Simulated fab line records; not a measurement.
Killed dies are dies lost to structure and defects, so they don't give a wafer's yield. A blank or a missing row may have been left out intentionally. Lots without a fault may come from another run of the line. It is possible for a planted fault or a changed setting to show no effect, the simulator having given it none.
Which of the tools did it? | flow berkeley_cmos170 | 15 lots, 45 wafers sampled, at 5 steps of a route of 331

== WHAT THE GAUGES SHOWED, per wafer ==
UCB170_PVT_OVL_MEAS_06.
lot  | measured     | on         | PVT_OVL (nm)
L554 | day 6 12:09  | overlay-01 | -8 -4 -10
L553 | day 6 12:52  | overlay-01 | -2 2 0
L552 | day 6 13:36  | overlay-01 | -12 -7 -9
L556 | day 6 23:14  | overlay-01 | 4 -3 1
L557 | day 6 23:31  | overlay-01 | 3 5 7
L560 | day 7 19:44  | overlay-01 | -1 -5 -4
L558 | day 7 19:44  | overlay-02 | -7 -8 -10
L562 | day 7 20:26  | overlay-02 | -2 4 -3
L561 | day 7 21:10  | overlay-02 | -4 -7 -1
L559 | day 7 21:11  | overlay-01 | 6 3 3
L570 | day 9 09:27  | overlay-02 | -2 -1 -8
L571 | day 9 09:41  | overlay-01 | -3 0 1
L573 | day 10 02:58 | overlay-01 | 0 -2 -8
L574 | day 10 16:07 | overlay-01 | -4 -6 -4
L575 | day 10 20:56 | overlay-01 | -4 -2 -5

UCB170_NLDD_CD_MEAS_06: target cd 1200 nm.
lot  | measured     | on        | cd_nm (nm)
L554 | day 7 06:12  | cd_sem-01 | 1201.6 1201.8 1200.6
L553 | day 7 06:47  | cd_sem-02 | 1199.7 1200.8 1201.5
L552 | day 7 07:14  | cd_sem-01 | 1199.3 1198.9 1198.3
L556 | day 7 17:27  | cd_sem-02 | 1201.2 1201.6 1199.9
L557 | day 7 17:23  | cd_sem-01 | 1198.9 1200.4 1199.3
L560 | day 8 14:37  | cd_sem-01 | 1198.3 1198.9 1196.8
L558 | day 8 15:10  | cd_sem-01 | 1210.7 1203.8 1208.8
L562 | day 8 15:07  | cd_sem-02 | 1204.2 1206.3 1204.0
L561 | day 8 14:52  | cd_sem-01 | 1201.7 1199.7 1199.7
L559 | day 8 14:59  | cd_sem-01 | 1207.0 1201.9 1207.5
L570 | day 10 03:33 | cd_sem-01 | 1203.0 1201.6 1203.5
L571 | day 10 03:58 | cd_sem-02 | 1199.1 1201.8 1200.9
L573 | day 10 21:13 | cd_sem-01 | 1197.5 1197.8 1196.9
L574 | day 11 05:41 | cd_sem-02 | 1199.5 1200.8 1199.7
L575 | day 11 14:46 | cd_sem-02 | 1201.4 1201.9 1201.4

== WHAT TOOL EACH LOT RAN ON (gives the tool, then ch and the chambers of the sampled wafers, and finally the start) ==
lot  | UCB170_NVT_STRIP_08                  | UCB170_GATE_ETCH_14                | UCB170_NLDD_EXPOSE_03
L554 | plasma_asher-02 ch 0,1, day 6 08:41  | rie_diel-02 ch 1,3, day 6 23:39    | krf_scanner-01 ch 0, day 7 04:59
L553 | plasma_asher-04 ch 0,1, day 6 09:43  | rie_diel-02 ch 0,3, day 7 00:13    | krf_scanner-01 ch 0, day 7 05:38
L552 | plasma_asher-02 ch 0,1, day 6 10:08  | rie_diel-01 ch 2,3, day 6 23:56    | krf_scanner-02 ch 0, day 7 06:25
L556 | plasma_asher-04 ch 0,1, day 6 20:31  | rie_diel-02 ch 1,2,3, day 7 10:02  | krf_scanner-01 ch 0, day 7 16:04
L557 | plasma_asher-01 ch 0,1, day 6 20:37  | rie_diel-01 ch 1,2,3, day 7 09:47  | krf_scanner-02 ch 0, day 7 15:49
L560 | plasma_asher-02 ch 0,1, day 7 16:11  | rie_diel-01 ch 0,1,3, day 8 05:32  | krf_scanner-01 ch 0, day 8 14:05
L558 | plasma_asher-02 ch 0,1, day 7 16:30  | rie_diel-04 ch 1,3, day 8 06:06    | krf_scanner-01 ch 0, day 8 14:41
L562 | plasma_asher-04 ch 0,1, day 7 16:47  | rie_diel-04 ch 1,2,3, day 8 05:49  | krf_scanner-01 ch 0, day 8 14:34
L561 | plasma_asher-04 ch 0,1, day 7 17:16  | rie_diel-01 ch 0,3, day 8 05:59    | krf_scanner-01 ch 0, day 8 14:13
L559 | plasma_asher-02 ch 0,1, day 7 17:17  | rie_diel-02 ch 1,3, day 8 05:49    | krf_scanner-01 ch 0, day 8 14:22
L570 | plasma_asher-01 ch 0,1, day 9 07:23  | rie_diel-04 ch 1,2, day 9 23:45    | krf_scanner-02 ch 0, day 10 02:50
L571 | plasma_asher-04 ch 0,1, day 9 08:00  | rie_diel-01 ch 0,1,3, day 9 23:49  | krf_scanner-02 ch 0, day 10 02:59
L573 | plasma_asher-04 ch 0,1, day 10 01:16 | rie_diel-01 ch 0,2,3, day 10 16:17 | krf_scanner-02 ch 0, day 10 20:39
L574 | plasma_asher-02 ch 0,1, day 10 13:02 | rie_diel-04 ch 1,3, day 11 01:37   | krf_scanner-02 ch 0, day 11 05:03
L575 | plasma_asher-04 ch 0,1, day 10 17:50 | rie_diel-02 ch 0,1,2, day 11 10:53 | krf_scanner-01 ch 0, day 11 14:20
- UCB170_NVT_STRIP_08: strips in O2.
- UCB170_GATE_ETCH_14: etches BARC in N2/H2.
- UCB170_NLDD_EXPOSE_03: exposes mask NSELECT, target cd 1200 nm.

== WHAT THE TOOLS THEMSELVES READ (means of the sampled wafers that have a number; where no wafer has one, the mark that the record gives instead) ==
UCB170_NVT_STRIP_08.
lot  | tool            | drypump_motor_current_A (A) | oes_product_au (a.u.) | strip_time_to_endpoint_s (s)
L554 | plasma_asher-02 | 6.0                         | 0.741                 | 21.78
L553 | plasma_asher-04 | 6.5                         | 0.734                 | 21.83
L552 | plasma_asher-02 | 5.9                         | 0.736                 | 21.80
L556 | plasma_asher-04 | 6.4                         | 0.735                 | 21.75
L557 | plasma_asher-01 | 5.9                         | 0.734                 | 21.82
L560 | plasma_asher-02 | 5.9                         | 0.734                 | 21.82
L558 | plasma_asher-02 | 5.9                         | 0.733                 | 21.76
L562 | plasma_asher-04 | 6.4                         | 0.737                 | 21.84
L561 | plasma_asher-04 | 6.5                         | 0.737                 | 21.79
L559 | plasma_asher-02 | 6.0                         | 0.736                 | 21.89
L570 | plasma_asher-01 | 6.2                         | 0.739                 | 21.82
L571 | plasma_asher-04 | 6.4                         | 0.730                 | 21.80
L573 | plasma_asher-04 | 6.5                         | 0.733                 | 21.92
L574 | plasma_asher-02 | 6.0                         | 0.734                 | 21.82
L575 | plasma_asher-04 | 6.5                         | 0.736                 | 21.81

UCB170_GATE_ETCH_14.
lot  | tool        | drypump_motor_current_A (A) | oes_product_au (a.u.) | throttle_valve_pct (%)
L554 | rie_diel-02 | 5.5                         | 1.003                 | 13.43
L553 | rie_diel-02 | 5.9                         | 1.022                 | 13.42
L552 | rie_diel-01 | 5.5                         | 1.017                 | 13.09
L556 | rie_diel-02 | 5.7                         | 0.994                 | 13.36
L557 | rie_diel-01 | 5.6                         | 1.005                 | 13.07
L560 | rie_diel-01 | 5.5                         | 1.013                 | 13.15
L558 | rie_diel-04 | 6.1                         | 0.985                 | 13.66
L562 | rie_diel-04 | 5.9                         | 1.000                 | 13.53
L561 | rie_diel-01 | 5.4                         | 0.999                 | 13.15
L559 | rie_diel-02 | 5.6                         | 1.005                 | 13.25
L570 | rie_diel-04 | 6.1                         | 1.001                 | 13.53
L571 | rie_diel-01 | 5.5                         | 1.000                 | 13.15
L573 | rie_diel-01 | 5.5                         | 1.007                 | 13.16
L574 | rie_diel-04 | 6.3                         | 0.989                 | 13.66
L575 | rie_diel-02 | 5.9                         | 1.006                 | 13.54

== THE ANSWER, worked out from the rows above alone ==
Rule: usual is defined by the lots themselves. The widest of any qualifying gaps counts: lots, ordered by their means at a reading, are off when they make up no more than a third of the lots, leave a main group of 4 or more, and stand apart from it by 3 or more times the standard deviation of that group's means. If all means in a main group match to the digits the tables above print for the reading, that group is not used. Also off: a lot with no number at a reading for which 4 or more lots have one. All remaining lots with rows at the step are treated as sound. The gauges are gone through in route order, then the tools' own readings, and for those a lot's mean is taken as printed above. At the first step where some lot is off, the reading lying furthest off is the one used; lots without a number count as furthest.
No lot is off on any of the readings shown, so nothing can be concluded from this.

== WHAT THE SIMULATOR HAD PUT IN ==
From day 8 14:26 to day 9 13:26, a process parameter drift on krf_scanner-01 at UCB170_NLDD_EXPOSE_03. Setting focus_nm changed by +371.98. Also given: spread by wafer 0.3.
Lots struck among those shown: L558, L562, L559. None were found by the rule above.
